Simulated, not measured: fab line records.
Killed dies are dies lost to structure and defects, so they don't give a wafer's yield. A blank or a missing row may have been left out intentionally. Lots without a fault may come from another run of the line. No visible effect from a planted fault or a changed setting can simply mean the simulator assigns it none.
Split-lot study || flow rit_cmos || 23 wafers read across 5 lots, on a route 202 steps long

THE SPLIT ITSELF
At RIT_M1_EXPOSE_06 (exposes mask M12, target cd 2600 nm), the setting dose_mj was moved away from the recipe's 250 on 5 of the 23 wafers read, by -3.6% to +6.8%. All remaining wafers had this setting at the recipe value.

FROM THE SPLIT TO THE READING: what the file shows between them, 2 steps
- RIT_M1_PEB_07
- RIT_M1_DEVELOP_08: develop time 68 s

THE READING
cd_nm at RIT_M1_CD_MEAS_09, given in nm (cd target 2600 nm). On this fab line, fault-free wafers typically give 2599.8 nm with a standard deviation of 2.8 nm.

{"wafer": "L077.2", "tool, chamber at the split": "iline_stepper-02, 0", "dose_mj as run": 250, "against the recipe": "recipe", "cd_nm, nm": 2605.0, "against lot-mates on the recipe": "-"}
{"wafer": "L077.3", "tool, chamber at the split": "iline_stepper-02, 0", "dose_mj as run": 250, "against the recipe": "recipe", "cd_nm, nm": 2605.9, "against lot-mates on the recipe": "-"}
{"wafer": "L077.5", "tool, chamber at the split": "iline_stepper-02, 0", "dose_mj as run": 250, "against the recipe": "recipe", "cd_nm, nm": 2603.8, "against lot-mates on the recipe": "-"}
{"wafer": "L078.1", "tool, chamber at the split": "iline_stepper-01, 0", "dose_mj as run": 250, "against the recipe": "recipe", "cd_nm, nm": 2597.1, "against lot-mates on the recipe": "-"}
{"wafer": "L078.3", "tool, chamber at the split": "iline_stepper-01, 0", "dose_mj as run": 250, "against the recipe": "recipe", "cd_nm, nm": 2597.1, "against lot-mates on the recipe": "-"}
{"wafer": "L078.4", "tool, chamber at the split": "iline_stepper-01, 0", "dose_mj as run": 250, "against the recipe": "recipe", "cd_nm, nm": 2597.6, "against lot-mates on the recipe": "-"}
{"wafer": "L078.5", "tool, chamber at the split": "iline_stepper-01, 0", "dose_mj as run": 250, "against the recipe": "recipe", "cd_nm, nm": 2598.8, "against lot-mates on the recipe": "-"}
{"wafer": "L078.6", "tool, chamber at the split": "iline_stepper-01, 0", "dose_mj as run": 250, "against the recipe": "recipe", "cd_nm, nm": 2598.4, "against lot-mates on the recipe": "-"}
{"wafer": "L082.1", "tool, chamber at the split": "iline_stepper-01, 0", "dose_mj as run": 250, "against the recipe": "recipe", "cd_nm, nm": 2600.1, "against lot-mates on the recipe": "-"}
{"wafer": "L082.2", "tool, chamber at the split": "iline_stepper-01, 0", "dose_mj as run": 250, "against the recipe": "recipe", "cd_nm, nm": 2600.5, "against lot-mates on the recipe": "-"}
{"wafer": "L082.3", "tool, chamber at the split": "iline_stepper-01, 0", "dose_mj as run": 241.1, "against the recipe": "-3.6%", "cd_nm, nm": 2609.9, "against lot-mates on the recipe": "+9.4"}
{"wafer": "L082.4", "tool, chamber at the split": "iline_stepper-01, 0", "dose_mj as run": 241.1, "against the recipe": "-3.6%", "cd_nm, nm": 2610.5, "against lot-mates on the recipe": "+10.0"}
{"wafer": "L082.6", "tool, chamber at the split": "iline_stepper-01, 0", "dose_mj as run": 250, "against the recipe": "recipe", "cd_nm, nm": 2600.8, "against lot-mates on the recipe": "-"}
{"wafer": "L083.2", "tool, chamber at the split": "iline_stepper-01, 0", "dose_mj as run": 267.1, "against the recipe": "+6.8%", "cd_nm, nm": 2578.2, "against lot-mates on the recipe": -16.9}
{"wafer": "L083.3", "tool, chamber at the split": "iline_stepper-01, 0", "dose_mj as run": 267.1, "against the recipe": "+6.8%", "cd_nm, nm": 2576.0, "against lot-mates on the recipe": -19.1}
{"wafer": "L083.4", "tool, chamber at the split": "iline_stepper-01, 0", "dose_mj as run": 250, "against the recipe": "recipe", "cd_nm, nm": 2596.7, "against lot-mates on the recipe": "-"}
{"wafer": "L083.5", "tool, chamber at the split": "iline_stepper-01, 0", "dose_mj as run": 267.1, "against the recipe": "+6.8%", "cd_nm, nm": 2577.0, "against lot-mates on the recipe": -18.1}
{"wafer": "L083.6", "tool, chamber at the split": "iline_stepper-01, 0", "dose_mj as run": 250, "against the recipe": "recipe", "cd_nm, nm": 2593.6, "against lot-mates on the recipe": "-"}
{"wafer": "L085.1", "tool, chamber at the split": "iline_stepper-02, 0", "dose_mj as run": 250, "against the recipe": "recipe", "cd_nm, nm": 2598.1, "against lot-mates on the recipe": "-"}
{"wafer": "L085.2", "tool, chamber at the split": "iline_stepper-02, 0", "dose_mj as run": 250, "against the recipe": "recipe", "cd_nm, nm": 2597.5, "against lot-mates on the recipe": "-"}
{"wafer": "L085.4", "tool, chamber at the split": "iline_stepper-02, 0", "dose_mj as run": 250, "against the recipe": "recipe", "cd_nm, nm": 2596.9, "against lot-mates on the recipe": "-"}
{"wafer": "L085.5", "tool, chamber at the split": "iline_stepper-02, 0", "dose_mj as run": 250, "against the recipe": "recipe", "cd_nm, nm": 2597.4, "against lot-mates on the recipe": "-"}
{"wafer": "L085.6", "tool, chamber at the split": "iline_stepper-02, 0", "dose_mj as run": 250, "against the recipe": "recipe", "cd_nm, nm": 2597.6, "against lot-mates on the recipe": "-"}

THE FIT
A straight line over all 23 wafers: cd_nm changes by -3.2 nm for each +1% of dose_mj; r = -0.95; the points scatter about the line by 2.9 nm.
The same after taking each lot's own level away (the mean of its wafers on the recipe; 23 wafers): -2.66 nm for each +1%; r = -0.99; scatter 0.79 nm.
The reading moves by 18 nm for the largest change in dose_mj, on that fit.
Measured against the standard deviation above, the lots' own levels, which go from 2595.15 to 2604.90 nm, span 3.5 times it.
So the slope is not independent of the lot-to-lot level: the two fits are not the same.
Check: for one of the wafers moved furthest among these (+6.8%), held out of the fit, the line's prediction against its lot-mates is -18.7 nm. Against them it came out at -16.9 nm.

ADDITIONAL SPLITS CARRIED BY THESE WAFERS
These wafers also went through other splits before the reading. Each is held against what the fit with the lots' levels taken away leaves over:
{"other split on the same wafers": "RIT_GATE_EXPOSE_13 dose_mj", "wafers away from the commonest value": 4, "r with cd_nm (lot level and that fit taken away)": "+0.00"}
{"other split on the same wafers": "RIT_NLDD_IMPLANT_08 dose_cm2", "wafers away from the commonest value": 6, "r with cd_nm (lot level and that fit taken away)": "+0.30"}
{"other split on the same wafers": "RIT_PSD_IMPLANT_08 energy_kev", "wafers away from the commonest value": 11, "r with cd_nm (lot level and that fit taken away)": "+0.06"}
{"other split on the same wafers": "RIT_SDANNEAL_CLEAN_02 time_s", "wafers away from the commonest value": 10, "r with cd_nm (lot level and that fit taken away)": -0.03}
{"other split on the same wafers": "RIT_SILICIDE_SPUTTER_01 time_s", "wafers away from the commonest value": 11, "r with cd_nm (lot level and that fit taken away)": -0.24}
{"other split on the same wafers": "RIT_CONTACT_COAT_03 resist_thk_nm", "wafers away from the commonest value": 7, "r with cd_nm (lot level and that fit taken away)": "+0.01"}

FILE'S OWN FIT
cd_nm changes by -2.66 nm for each +1% of dose_mj, r = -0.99.
